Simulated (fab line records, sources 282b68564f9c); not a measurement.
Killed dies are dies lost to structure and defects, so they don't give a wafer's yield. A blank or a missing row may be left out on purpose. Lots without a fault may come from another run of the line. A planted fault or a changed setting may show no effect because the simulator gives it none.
Tool commonality check | flow rit_cmos | 13 lots, 38 wafers sampled

WHY IT WAS OPENED
At RIT_GATE_CD_MEAS_16 the reading cd_nm is flagged on 1 of 13 lots. Wafers without a fault read 149.3 nm, standard deviation 2.1.
Rule: a lot is flagged when every wafer of it that has a number lies more than 4 standard deviations from that mean, or none has a number. The other lots count as sound.

lot  | measured    | on        | cd_nm (nm), wafer by wafer | flag
L910 | day 2 11:46 | cd_sem-01 | 144.1 145.3 144.5          |
L912 | day 2 23:25 | cd_sem-02 | 151.5 150.9 150.2          |
L913 | day 3 03:41 | cd_sem-01 | 149.2 148.5 147.3          |
L914 | day 3 08:12 | cd_sem-01 | 150.1 148.8 151.7          |
L916 | day 3 19:28 | cd_sem-01 | 150.6 147.1 147.9          |
L918 | day 4 05:15 | cd_sem-02 | 152.2 150.8 151.1          |
L919 | day 4 10:37 | cd_sem-01 | 149.5 147.7 149.1          |
L921 | day 4 21:09 | cd_sem-01 | 149.8 148.6 150.4          |
L922 | day 5 02:43 | cd_sem-01 | 152.7 153.4 153.0          |
L923 | day 5 10:08 | cd_sem-02 | 149.1 148.3 151.5          |
L926 | day 6 04:41 | cd_sem-01 | 137.7 139.0                | FLAGGED
L927 | day 6 06:33 | cd_sem-01 | 152.0 151.6 153.6          |
L932 | day 7 09:32 | cd_sem-02 | 149.7 149.2 150.2          |
The numbers of the flagged lots are 138.3 nm on average: -11.0 nm against the usual, or -5 standard deviations.

WHICH TOOL RAN EACH LOT
The record holds 1 process step before the reading, out of a route of 202 steps. In each cell: the tool, then ch and the chambers that the sampled wafers went through, then the start.
lot  | flag    | RIT_GATE_EXPOSE_13
L910 |         | iline_stepper-01 ch 0, day 2 11:22
L912 |         | iline_stepper-02 ch 0, day 2 23:01
L913 |         | iline_stepper-01 ch 0, day 3 03:17
L914 |         | iline_stepper-02 ch 0, day 3 07:46
L916 |         | iline_stepper-01 ch 0, day 3 19:04
L918 |         | iline_stepper-02 ch 0, day 4 04:51
L919 |         | iline_stepper-01 ch 0, day 4 10:01
L921 |         | iline_stepper-01 ch 0, day 4 20:37
L922 |         | iline_stepper-01 ch 0, day 5 02:19
L923 |         | iline_stepper-02 ch 0, day 5 09:44
L926 | FLAGGED | iline_stepper-02 ch 0, day 6 04:17
L927 |         | iline_stepper-01 ch 0, day 6 06:09
L932 |         | iline_stepper-02 ch 0, day 7 08:58
What these steps do:
- RIT_GATE_EXPOSE_13: exposes mask M6, target cd 150 nm.
- RIT_GATE_CD_MEAS_16: target cd 150 nm.

FLAGGED OVER TOTAL, TOOL BY TOOL (the gauges that took the reading come last)
step                | tool             | lots run | flagged | share of the flagged lots | sound lots run after its first flagged lot
RIT_GATE_EXPOSE_13  | iline_stepper-01 | 7        | 0       | none                      | -
RIT_GATE_EXPOSE_13  | iline_stepper-02 | 6        | 1       | all                       | 1 (L932)
RIT_GATE_CD_MEAS_16 | cd_sem-01        | 9        | 1       | all                       | 1 (L927)
RIT_GATE_CD_MEAS_16 | cd_sem-02        | 4        | 0       | none                      | -

WHAT THE TABLE ALLOWS
2 rows of the table ran every flagged lot: iline_stepper-02 at RIT_GATE_EXPOSE_13, cd_sem-01 at RIT_GATE_CD_MEAS_16.
- iline_stepper-02 at RIT_GATE_EXPOSE_13: 1 of its 6 lots flagged. Sound lots ran on it after the first flagged one (L932), which a lasting fault on the whole tool wouldn't allow.
- cd_sem-01 at RIT_GATE_CD_MEAS_16: 1 of its 9 lots flagged. Sound lots ran on it after the first flagged one (L927), which a lasting fault on the whole tool wouldn't allow.
No row of the table ran every flagged lot and no sound lot after the first.

WHAT THE SIMULATOR HAD PUT IN
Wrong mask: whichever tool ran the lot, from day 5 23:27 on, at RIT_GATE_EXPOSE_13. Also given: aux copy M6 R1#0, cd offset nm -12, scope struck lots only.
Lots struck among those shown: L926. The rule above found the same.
